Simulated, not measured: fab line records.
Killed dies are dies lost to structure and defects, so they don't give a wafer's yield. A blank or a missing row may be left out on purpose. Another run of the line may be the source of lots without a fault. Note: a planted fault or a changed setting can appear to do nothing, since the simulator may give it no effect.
fab line records ; flow rit-cmos
record: lots: 7; wafers: 21; last-day: 7
route steps=202 shown FOX1@20 FOX2@23 NWELL@28
lots untouched by any fault: they come from a run of this same line in which no faults occurred
start-h: start of the lot's first displayed wafer, in hours after the record's first day ; wait-h: hours elapsed since this lot's preceding step ; " as in the row above ; L1.1+2: one row covering several wafers at once ; - value missing, or start not given ; * or withheld: withheld ; < > ~ a bound
route shown NAME@n: NAME is a module with steps in the file, n the number in the route of the first one ; usual: mean/standard deviation of fault-free wafers ; same: alike in all rows ; chamber/n: place in a boat ; sites: the reading at each site ; _std_site: standard deviation of those values ; _edge_site: mean of outer sites minus mean of inner sites ; radius-mm: for every site, how far away it sits from the centre of the wafer ; mask NAME#n: copy n ; behind: the last tool/chamber to shape the wafer ; hold: reason for holding the lot/hours on hold/outcome of the hold ; device: the n, p or np transistor that did not switch ; end of line: at the end of the route, the tests of the same wafers ; a step without rows: its recipe alone ; killed: dies lost to structure and defects at the first sort, not the wafer's yield ; map: shows each die of a wafer: x if killed, . if not, _ if none is there
set.NAME: setting as actually run; set.NAME@STEP: the setting as run at that earlier step ; model.NAME: the simulator's own value behind a step, which no gauge read
certain route steps with their lots: each step a table, each wafer a row
== steps ==
step: RIT_FOX1_OXIDATION_00
recipe: temp-c: 1100; ambient: H2O; target-thk-a: 3507; p-h2o-torr: 720; ox-time-s: 1130
step: RIT_FOX1_THK_MEAS_01
recipe: reads: SiO2_of_FOX1_OXIDATION_00
usual: FOX1_OXIDE_THK: 353/6.5
lot.wafer;tool;chamber;start-h;wait-h;FOX1_OXIDE_THK[nm]
L125.1;film-metro-03;-;57.41;0.0;358
L125.2;film-metro-03;-;57.41;0.0;355
L125.4;film-metro-03;-;57.41;0.0;358
L126.2;film-metro-03;-;62.20;0.0;345
L126.3;film-metro-03;-;62.20;0.0;350
L126.5;film-metro-03;-;62.20;0.0;356
L127.1;film-metro-02;-;66.82;0.0;355
L127.3;film-metro-02;-;66.82;0.0;351
L127.4;film-metro-02;-;66.82;0.0;352
L132.1;film-metro-02;-;91.86;0.0;356
L132.3;film-metro-02;-;91.86;0.0;354
L132.5;film-metro-02;-;91.86;0.0;356
L133.1;film-metro-02;-;96.97;0.0;349
L133.2;film-metro-02;-;96.97;0.0;354
L133.5;film-metro-02;-;96.97;0.0;354
L137.1;film-metro-03;-;117.26;0.0;357
L137.4;film-metro-03;-;117.26;0.0;354
L137.6;film-metro-03;-;117.26;0.0;354
L139.2;film-metro-03;-;127.66;0.0;350
L139.5;film-metro-03;-;127.66;0.0;354
L139.6;film-metro-03;-;127.66;0.0;354
step: RIT_FOX1_WET_ETCH_02
recipe: chemistry: BOE; target-depth-nm: 350; time-s: 390; temp-c: 21.5; dry: n2-spin; dilution: 10:1; target: SiO2
step: RIT_FOX2_OXIDATION_00
recipe: temp-c: 1100; ambient: H2O; target-thk-a: 3507; p-h2o-torr: 720; ox-time-s: 1130
step: RIT_FOX2_THK_MEAS_01
recipe: reads: SiO2_of_FOX2_OXIDATION_00
usual: FOX2_OXIDE_THK: 352/6
lot.wafer;tool;chamber;start-h;wait-h;FOX2_OXIDE_THK[nm]
L125.1;film-metro-03;-;58.90;0.0;360
L125.2;film-metro-03;-;58.90;0.0;361
L125.4;film-metro-03;-;58.90;0.0;360
L126.2;film-metro-03;-;63.71;0.0;343
L126.3;film-metro-03;-;63.71;0.0;345
L126.5;film-metro-03;-;63.71;0.0;353
L127.1;film-metro-03;-;68.32;0.0;358
L127.3;film-metro-03;-;68.32;0.0;350
L127.4;film-metro-03;-;68.32;0.0;351
L132.1;film-metro-01;-;93.37;0.0;351
L132.3;film-metro-01;-;93.37;0.0;349
L132.5;film-metro-01;-;93.37;0.0;351
L133.1;film-metro-01;-;99.04;0.0;357
L133.2;film-metro-01;-;99.04;0.0;357
L133.5;film-metro-01;-;99.04;0.0;360
L137.1;film-metro-04;-;118.75;0.0;346
L137.4;film-metro-04;-;118.75;0.0;349
L137.6;film-metro-04;-;118.75;0.0;350
L139.2;film-metro-04;-;129.15;0.0;360
L139.5;film-metro-04;-;129.15;0.0;354
L139.6;film-metro-04;-;129.15;0.0;363
step: RIT_FOX2_CLEAN_02
recipe: chemistry: dHF; dilution: 50:1; time-s: 180
step: RIT_FOX2_WET_ETCH_03
recipe: chemistry: H3PO4; target: Si3N4; target-depth-nm: 195; temp-c: 165; time-s: 2700
step: RIT_FOX2_THK_MEAS_90
recipe: reads: SiO2_of_FOX2_OXIDATION_00
usual: FIELD_OXIDE_LEFT_1_THK: 325/6.1
lot.wafer;tool;chamber;start-h;wait-h;FIELD_OXIDE_LEFT_1_THK[nm]
L125.1;film-metro-03;-;59.79;0.0;333
L125.2;film-metro-03;-;59.79;0.0;334
L125.4;film-metro-03;-;59.79;0.0;333
L126.2;film-metro-03;-;64.59;0.0;316
L126.3;film-metro-03;-;64.59;0.0;318
L126.5;film-metro-03;-;64.59;0.0;326
L127.1;film-metro-03;-;69.20;0.0;331
L127.3;film-metro-03;-;69.20;0.0;324
L127.4;film-metro-03;-;69.20;0.0;324
L132.1;film-metro-04;-;94.24;0.0;324
L132.3;film-metro-04;-;94.24;0.0;322
L132.5;film-metro-04;-;94.24;0.0;325
L133.1;film-metro-04;-;99.99;0.0;330
L133.2;film-metro-04;-;99.99;0.0;330
L133.5;film-metro-04;-;99.99;0.0;333
L137.1;film-metro-04;-;119.63;0.0;319
L137.4;film-metro-04;-;119.63;0.0;322
L137.6;film-metro-04;-;119.63;0.0;323
L139.2;film-metro-03;-;130.03;0.0;333
L139.5;film-metro-03;-;130.03;0.0;327
L139.6;film-metro-03;-;130.03;0.0;337
step: RIT_NWELL_HMDS_00
recipe: prime-time-s: 60; prime-temp-c: 140
step: RIT_NWELL_COAT_01
recipe: resist: NOVOLAK; spin-rpm: 2000; resist-thk-nm: 1300
step: RIT_NWELL_SOFTBAKE_02
recipe: resist: NOVOLAK; temp-c: 90; time-s: 60
step: RIT_NWELL_EXPOSE_03
recipe: mask-id: M2; na: 0.57; target-cd-nm: 43900; dose-mj: 250
step: RIT_NWELL_PEB_04
recipe: resist: NOVOLAK; temp-c: withheld; time-s: withheld
usual: chill-plate-temp-C: *; exhaust-pa: 44.9/0.94
lot.wafer;tool;chamber;start-h;wait-h;chill-plate-temp-C;exhaust-pa
L125.1;litho-track-03;-;60.41;0.1;-;-
L125.2;litho-track-03;-;60.41;0.1;-;-
L125.4;litho-track-03;-;60.41;0.1;-;-
L126.2;litho-track-01;-;65.40;0.1;-;-
L126.3;litho-track-01;-;65.40;0.1;-;-
L126.5;litho-track-01;-;65.40;0.1;-;-
L127.1;litho-track-02;-;69.82;0.1;-;-
L127.3;litho-track-02;-;69.82;0.1;-;-
L127.4;litho-track-02;-;69.82;0.1;-;-
L132.1;litho-track-02;0;94.95;0.1;*;45.6
L132.3;litho-track-02;0;94.95;0.1;*;46.1
L132.5;litho-track-02;0;94.95;0.1;*;45.7
L133.1;litho-track-03;0;100.62;0.1;*;44.1
L133.2;litho-track-03;0;100.62;0.1;*;44.7
L133.5;litho-track-03;0;100.62;0.1;*;44.5
L137.1;litho-track-01;0;120.38;0.1;*;46.4
L137.4;litho-track-01;0;120.38;0.1;*;44.9
L137.6;litho-track-01;0;120.38;0.1;*;43.3
L139.2;litho-track-01;0;130.81;0.1;*;43.5
L139.5;litho-track-01;0;130.81;0.1;*;44.1
L139.6;litho-track-01;0;130.81;0.1;*;43.3
step: RIT_NWELL_DEVELOP_05
recipe: resist: NOVOLAK; develop-time-s: 68; dev-temp-c: 23
== key ==
first-sign: step: RIT_NWELL_PEB_04; reading: tool-record; direction: missing
effect none on later readings
met-at RIT_NWELL_PEB_04
struck-wafers L125.1,L125.2,L125.4,L126.2,L126.3,L126.5,L127.1,L127.3,L127.4
sort-left-out L125.1,L125.2,L125.4,L126.2,L126.3,L126.5,L127.1,L127.3,L127.4
tester-left-out L125,L126,L127
fault: kind: skipped-step-whole; tool: litho-track-01,litho-track-02,litho-track-03; chamber: -; onset-h: 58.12; steps: RIT_NWELL_PEB_04; scope: struck-lots-only
tester-left-out: of these lots the tester's yield and bins aren't shown, on N5 and GAA mostly nor the transistor test; their killed dies are dies lost to structure and defects alone, not to doping, threshold or leakage, so they don't give the yield
sort-left-out: the simulated sort isn't trusted on such a fault, so these wafers' sort isn't shown, and their yield isn't known
